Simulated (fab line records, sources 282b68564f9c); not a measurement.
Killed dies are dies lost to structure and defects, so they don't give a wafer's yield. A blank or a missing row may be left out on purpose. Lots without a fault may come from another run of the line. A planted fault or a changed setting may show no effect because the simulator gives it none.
Which tool did it? | flow rit_cmos | 7 lots, 21 wafers sampled, at 3 steps of a route of 202

WHAT THE GAUGES READ, wafer by wafer
RIT_GATE_THK_MEAS_09.
lot  | measured    | on            | GATE_POLY_THK (nm)
L568 | day 2 22:26 | film_metro-04 | 248.8 246.3 247.3
L570 | day 3 08:10 | film_metro-04 | 249.4 247.5 247.1
L572 | day 3 17:27 | film_metro-04 | 371.2 373.1 371.9
L582 | day 5 19:49 | film_metro-04 | 253.1 250.0 249.6
L584 | day 6 11:51 | film_metro-04 | 251.3 249.9 250.7
L587 | day 6 23:41 | film_metro-01 | 247.1 249.1 249.9
L589 | day 7 07:29 | film_metro-01 | 252.6 253.2 251.5

WHICH TOOL RAN EACH LOT (tool, then ch and the chambers of the sampled wafers, then the start)
lot  | RIT_ACTIVE_ETCH_13                | RIT_GATE_CVD_08
L568 | rie_diel-03 ch 1,3, day 2 02:04   | lpcvd-02 ch 1, day 2 20:49
L570 | rie_diel-01 ch 1,3, day 2 10:50   | lpcvd-01 ch 0, day 3 06:32
L572 | rie_diel-03 ch 0,1,2, day 2 21:27 | lpcvd-01 ch 1, day 3 15:49
L582 | rie_diel-01 ch 0,1,2, day 4 22:43 | lpcvd-02 ch 1, day 5 18:10
L584 | rie_diel-03 ch 0,1,2, day 5 08:50 | lpcvd-02 ch 1, day 6 10:14
L587 | rie_diel-03 ch 0,2,3, day 5 23:43 | lpcvd-01 ch 1, day 6 22:04
L589 | rie_diel-03 ch 0,3, day 6 11:32   | lpcvd-01 ch 1, day 7 05:50
- RIT_ACTIVE_ETCH_13: etches Si3N4 in SF6, stops on SiO2, time 210 s, target depth 210 nm.
- RIT_GATE_CVD_08: deposits poly-Si from SiH4, target thk 250 nm, time 2220 s.

THE ANSWER, worked out from the rows above alone
Rule: what is usual is taken from the lots themselves. Put in order of their means at a reading, lots are off if they are a third of the lots or fewer, leave a main group of 4 or more, and stand apart from it by a gap of 3 or more times the standard deviation of the main group's means; of several such gaps the widest counts. A main group whose means are all the same, to the digits that the tables above print for the reading, isn't used. A lot without any number at a reading at which 4 lots or more have one is off too. The other lots that the step has rows for count as sound.
Off: L572, at RIT_GATE_THK_MEAS_09 (GATE_POLY_THK). The main group: mean 249.7 nm, standard deviation 1.8.
A tool fits if, at a process step before that reading, it ran every lot that is off, and no sound lot after the first of them. The gauges at RIT_GATE_THK_MEAS_09 are tried like those tools. None of those tried fits.

WHAT THE SIMULATOR HAD PUT IN
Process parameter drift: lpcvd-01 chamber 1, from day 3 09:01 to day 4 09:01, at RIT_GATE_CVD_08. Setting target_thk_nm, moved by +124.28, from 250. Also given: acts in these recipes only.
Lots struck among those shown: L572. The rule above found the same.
